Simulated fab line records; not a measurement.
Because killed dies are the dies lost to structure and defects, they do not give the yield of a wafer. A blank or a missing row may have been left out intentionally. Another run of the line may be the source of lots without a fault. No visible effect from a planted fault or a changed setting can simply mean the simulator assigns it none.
Shared-tool check -- flow berkeley cmos170 -- Lots sampled 11, wafers sampled 39

WHY THIS WAS OPENED
UCB170_PWELL_THK_MEAS_06, reading PWELL_NITRIDE_THK: flagged on 2 of 11 lots. Fault-free wafers read 221.3 nm, with a standard deviation of 1.8.
Rule: a lot gets a flag if all its wafers with a number sit over 4 standard deviations from that mean, or if no wafer of it has a number. As for the other lots, they are considered sound.

lot,measured,on,"PWELL_NITRIDE_THK (nm), wafer by wafer",flag
L722,day 3 07:56,film metro-03,223.1 222.9 221.3,
L721,day 3 07:56,film metro-02,222.0 218.7 219.4,
L723,day 3 13:39,film metro-04,223.0 222.9 223.3,
L724,day 4 00:02,film metro-04,221.3 222.1 223.1,
L725,day 4 00:02,film metro-03,218.1 218.9 218.7,
L727,day 4 03:59,film metro-03,219.3 219.5 220.3,
L729,day 4 14:47,film metro-04,221.6 222.2 222.9,
L731,day 5 03:31,film metro-04,207.0 211.7 210.6 207.0 211.5 210.4,FLAGGED
L733,day 5 22:10,film metro-04,207.3 207.0 207.6 207.4 207.1 207.4,FLAGGED
L735,day 6 03:35,film metro-02,222.0 222.1 222.0,
L739,day 6 17:26,film metro-04,218.2 218.8 218.1,
On average the flagged lots' numbers are 208.5 nm, which is -12.8 nm against the usual, or -7 standard deviations.

WHICH TOOL RAN EACH LOT
The record holds 1 process step before the reading, out of a route of 331 steps. Each cell gives the tool, then ch followed by the chambers the sampled wafers passed through, then the start.
lot,flag,UCB170_PWELL_CVD_05
L722,,"lpcvd-02 ch 0, day 3 06:01"
L721,,"lpcvd-02 ch 0, day 3 06:01"
L723,,"lpcvd-01 ch 0, day 3 11:44"
L724,,"lpcvd-02 ch 1, day 3 22:07"
L725,,"lpcvd-02 ch 0, day 3 22:07"
L727,,"lpcvd-02 ch 0, day 4 02:03"
L729,,"lpcvd-02 ch 0, day 4 12:52"
L731,FLAGGED,"lpcvd-01 ch 0, day 5 01:37"
L733,FLAGGED,"lpcvd-01 ch 0, day 5 20:16"
L735,,"lpcvd-02 ch 0, day 6 01:38"
L739,,"lpcvd-02 ch 0, day 6 15:29"
These steps, and what they do:
- UCB170_PWELL_CVD_05: deposits Si3N4 from SiH2Cl2/NH3, target thk 220 nm, time 3300 s.
- UCB170_PWELL_THK_MEAS_06

FLAGGED AGAINST TOTAL, ONE TOOL AT A TIME (gauges that did the reading follow at the end)
step,tool,lots run,flagged,share of the flagged lots,sound lots run after its first flagged lot
UCB170_PWELL_CVD_05,lpcvd-01,3,2,all,0
UCB170_PWELL_CVD_05,lpcvd-02,8,0,none,-
UCB170_PWELL_THK_MEAS_06,film metro-02,2,0,none,-
UCB170_PWELL_THK_MEAS_06,film metro-03,3,0,none,-
UCB170_PWELL_THK_MEAS_06,film metro-04,6,2,all,1 (L739)

WHAT THE TABLE PERMITS
In 2 table rows, all flagged lots were run: lpcvd-01 (UCB170_PWELL_CVD_05), film metro-04 (UCB170_PWELL_THK_MEAS_06).
- lpcvd-01 at UCB170_PWELL_CVD_05 ran 3 lots, 2 of them flagged. Last sound lot L723 at day 3 11:44, first flagged lot L731 at day 5 01:37; a fault beginning in between fits. Its own readings lie more than 4 standard deviations out on every wafer of the flagged lots: pressure mtorr.
- film metro-04 at UCB170_PWELL_THK_MEAS_06 ran 6 lots, 2 of them flagged. Sound lots ran on it after the first flagged one (L739), which a lasting fault on the whole tool wouldn't allow.
One tool is left: lpcvd-01 at UCB170_PWELL_CVD_05.

WHAT THE SIMULATOR HAD INSERTED
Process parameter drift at UCB170_PWELL_CVD_05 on lpcvd-01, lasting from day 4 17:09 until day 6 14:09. A move of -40 in setting pressure mtorr, from 200. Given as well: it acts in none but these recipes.
Lots struck among those shown: L731, L733. The rule above found the same.
